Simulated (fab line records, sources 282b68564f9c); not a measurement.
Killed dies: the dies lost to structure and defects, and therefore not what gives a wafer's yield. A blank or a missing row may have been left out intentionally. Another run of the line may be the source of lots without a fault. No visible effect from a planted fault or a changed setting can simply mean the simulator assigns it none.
8D (eight disciplines) problem report, filled in by code    flow ritCmos    the parts of the form that need people (team, actions taken, sign-off) are left out

## 1. WHAT IS WRONG
Wafers free of any fault read 115.92 ohm/sq (standard deviation 0.26) for PSD_RS at RIT_SDANNEAL_RS_MEAS_04, against a mean of 113.78 ohm/sq on 6 wafers of 2 lots. Relative to the usual mean, that is a shift of -8.2 standard deviations.
The step: measures by four-point-probe.
First seen on wafer L901.3, day 4 03:33, on filmMetro-02. The record has a number at this step for 42 wafers belonging to 14 lots. Rule for "out" (also "out of limits"): further than 4 standard deviations from the usual mean. All remaining wafers that have a number are taken as sound.

## 2. WHAT IT IS; WHAT IT IS NOT
question                     is                      is not
which readings at this step  PSD_RS                  -
which lots                   L901, L903              L896, L898, L900, L902, L908, L910, L912, L914, L915, L916, L917, L919
which wafers of those lots   all that have a number  -
read on which gauges         filmMetro-02            filmMetro-03
when                         from day 4 03:33        up to then (9 sound wafers); but 27 sound wafers of L902, L908, L910, L912, L914, L915, L916, L917, L919 came after

## 3. THE SUSPECTS, EACH WITH WHAT RULES IT OUT
Counting: a tool at a process step up to the reading stays a suspect if it ran every lot that is out and no sound lot after the first of them.
- the gauge at RIT_SDANNEAL_RS_MEAS_04: kept. All the wafers that are out were read on filmMetro-02, and no step on other tools shows them out.
- rtpAnneal-01 at RIT_SDANNEAL_RTA_03 (time 5 s): ruled out as a lasting fault. Following L901 (day 4 03:28), the first lot on it that is out, the sound lots L915, L917, L919 were run on it.
Left after counting: filmMetro-02 at RIT_SDANNEAL_RS_MEAS_04.

## 4. THE CAUSE (what the simulator had put in)
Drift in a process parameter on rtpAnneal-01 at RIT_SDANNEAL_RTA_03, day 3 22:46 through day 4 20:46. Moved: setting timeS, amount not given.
Counting ruled it out, wrongly: the rule takes a fault to strike every lot that its tool runs from its start on, and this one did not.

## 5. THE CHAIN OF EFFECTS, in route order
Each row: a reading where the mean over the struck wafers with a number is more than 3 standard deviations away from the usual. Only readings for which the record gives a usual standard deviation are gone through. hours: the time from each lot's start at the first step in this table that gives one to its start at this step, as a median over the lots. sigmas: the change in usual standard deviations.
hours  step                     reading  usual          on struck wafers  change  sigmas
0      RIT_SDANNEAL_RS_MEAS_04  PSD_RS   115.92 ohm/sq  113.78            -2.14   -8.2
0      RIT_SDANNEAL_RS_MEAS_06  PLDD_RS  176.9 ohm/sq   174.9             -2.0    -4.1

## 6. HOW IT WOULD HAVE BEEN CAUGHT EARLIER
In this record the first reading out of limits at a measuring or inspecting step was taken at day 4 03:33, 5 hours after the fault began at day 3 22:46.
No tool reading at RIT_SDANNEAL_RTA_03 that has a usual standard deviation in the record was out on any struck wafer, so an alarm limit of 4 standard deviations on those readings would not have fired.
